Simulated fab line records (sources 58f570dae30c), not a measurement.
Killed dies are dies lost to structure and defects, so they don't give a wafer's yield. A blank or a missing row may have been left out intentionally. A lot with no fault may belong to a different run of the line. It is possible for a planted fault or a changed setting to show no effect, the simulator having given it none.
Split-lot study / flow berkeleyCmos170 / 5 lots, 23 wafers read, on a route of 331 steps

## THE SPLIT ITSELF
At UCB170_START_OXIDATION_02 (target thk 20 nm, ox time 1800 s), the setting oxTimeS was moved away from the recipe's 1800 s on 20 of the 23 wafers read, by -11.1% to +6.4%. For the rest of the wafers, this setting stayed at what the recipe calls for.

The file shows no step between the split and the reading.

## THE READING
START_OXIDE_THK at UCB170_START_THK_MEAS_03, in nm. A value of 19.82 nm with a standard deviation of 0.27 nm is what fault-free wafers of this fab line usually give.

wafer=L074.1; tool, chamber at the split=furnace-04, 0; oxTimeS as run, s=1800; against the recipe=recipe; START_OXIDE_THK, nm=20.00; against lot-mates on the recipe=-
wafer=L074.3; tool, chamber at the split=furnace-04, 0; oxTimeS as run, s=1800; against the recipe=recipe; START_OXIDE_THK, nm=19.83; against lot-mates on the recipe=-
wafer=L074.6; tool, chamber at the split=furnace-04, 0; oxTimeS as run, s=1800; against the recipe=recipe; START_OXIDE_THK, nm=19.91; against lot-mates on the recipe=-
wafer=L075.1; tool, chamber at the split=-, -; oxTimeS as run, s=1915; against the recipe=+6.4%; START_OXIDE_THK, nm=20.51; against lot-mates on the recipe=no lot-mate on the recipe
wafer=L075.2; tool, chamber at the split=-, -; oxTimeS as run, s=1915; against the recipe=+6.4%; START_OXIDE_THK, nm=20.81; against lot-mates on the recipe=no lot-mate on the recipe
wafer=L075.3; tool, chamber at the split=-, -; oxTimeS as run, s=1915; against the recipe=+6.4%; START_OXIDE_THK, nm=20.24; against lot-mates on the recipe=no lot-mate on the recipe
wafer=L075.5; tool, chamber at the split=-, -; oxTimeS as run, s=1915; against the recipe=+6.4%; START_OXIDE_THK, nm=20.21; against lot-mates on the recipe=no lot-mate on the recipe
wafer=L075.6; tool, chamber at the split=-, -; oxTimeS as run, s=1915; against the recipe=+6.4%; START_OXIDE_THK, nm=20.32; against lot-mates on the recipe=no lot-mate on the recipe
wafer=L080.1; tool, chamber at the split=-, -; oxTimeS as run, s=1912; against the recipe=+6.2%; START_OXIDE_THK, nm=20.26; against lot-mates on the recipe=no lot-mate on the recipe
wafer=L080.2; tool, chamber at the split=-, -; oxTimeS as run, s=1912; against the recipe=+6.2%; START_OXIDE_THK, nm=20.32; against lot-mates on the recipe=no lot-mate on the recipe
wafer=L080.3; tool, chamber at the split=-, -; oxTimeS as run, s=1912; against the recipe=+6.2%; START_OXIDE_THK, nm=20.45; against lot-mates on the recipe=no lot-mate on the recipe
wafer=L080.4; tool, chamber at the split=-, -; oxTimeS as run, s=1912; against the recipe=+6.2%; START_OXIDE_THK, nm=20.19; against lot-mates on the recipe=no lot-mate on the recipe
wafer=L080.6; tool, chamber at the split=-, -; oxTimeS as run, s=1912; against the recipe=+6.2%; START_OXIDE_THK, nm=20.43; against lot-mates on the recipe=no lot-mate on the recipe
wafer=L081.1; tool, chamber at the split=-, -; oxTimeS as run, s=1727; against the recipe=-4.1%; START_OXIDE_THK, nm=19.36; against lot-mates on the recipe=no lot-mate on the recipe
wafer=L081.2; tool, chamber at the split=-, -; oxTimeS as run, s=1727; against the recipe=-4.1%; START_OXIDE_THK, nm=19.42; against lot-mates on the recipe=no lot-mate on the recipe
wafer=L081.3; tool, chamber at the split=-, -; oxTimeS as run, s=1727; against the recipe=-4.1%; START_OXIDE_THK, nm=19.40; against lot-mates on the recipe=no lot-mate on the recipe
wafer=L081.4; tool, chamber at the split=-, -; oxTimeS as run, s=1727; against the recipe=-4.1%; START_OXIDE_THK, nm=19.64; against lot-mates on the recipe=no lot-mate on the recipe
wafer=L081.5; tool, chamber at the split=-, -; oxTimeS as run, s=1727; against the recipe=-4.1%; START_OXIDE_THK, nm=19.17; against lot-mates on the recipe=no lot-mate on the recipe
wafer=L082.1; tool, chamber at the split=-, -; oxTimeS as run, s=1600; against the recipe=-11.1%; START_OXIDE_THK, nm=18.58; against lot-mates on the recipe=no lot-mate on the recipe
wafer=L082.2; tool, chamber at the split=-, -; oxTimeS as run, s=1600; against the recipe=-11.1%; START_OXIDE_THK, nm=18.33; against lot-mates on the recipe=no lot-mate on the recipe
wafer=L082.3; tool, chamber at the split=-, -; oxTimeS as run, s=1600; against the recipe=-11.1%; START_OXIDE_THK, nm=18.72; against lot-mates on the recipe=no lot-mate on the recipe
wafer=L082.4; tool, chamber at the split=-, -; oxTimeS as run, s=1600; against the recipe=-11.1%; START_OXIDE_THK, nm=18.84; against lot-mates on the recipe=no lot-mate on the recipe
wafer=L082.6; tool, chamber at the split=-, -; oxTimeS as run, s=1600; against the recipe=-11.1%; START_OXIDE_THK, nm=18.40; against lot-mates on the recipe=no lot-mate on the recipe

THE FIT
A straight line over all 23 wafers: START_OXIDE_THK changes by +0.102 nm for each +1% of oxTimeS; r = +0.97; the points scatter about the line by 0.19 nm.
Too few moved wafers have a lot-mate on the recipe to fit a line with each lot's own level taken away.

## THE WHOLE CHAIN: every reading that the file lists as answering this split, in the file's order
step=UCB170_START_OXIDATION_02; what it does=target thk 20 nm, ox time 1800 s; reading=SiO2_of_START_OXIDATION_02.thkNm (the simulator's own value, which no gauge read); change (the file's fit)=+0.103 nm for each +1% of the setting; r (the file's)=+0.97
step=UCB170_START_THK_MEAS_03; what it does=; reading=START_OXIDE_THK; change (the file's fit)=+0.102 for each +1% of the setting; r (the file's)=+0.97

## THE FILE'S OWN FIT
START_OXIDE_THK changes by +0.102 nm for each +1% of oxTimeS, r = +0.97.
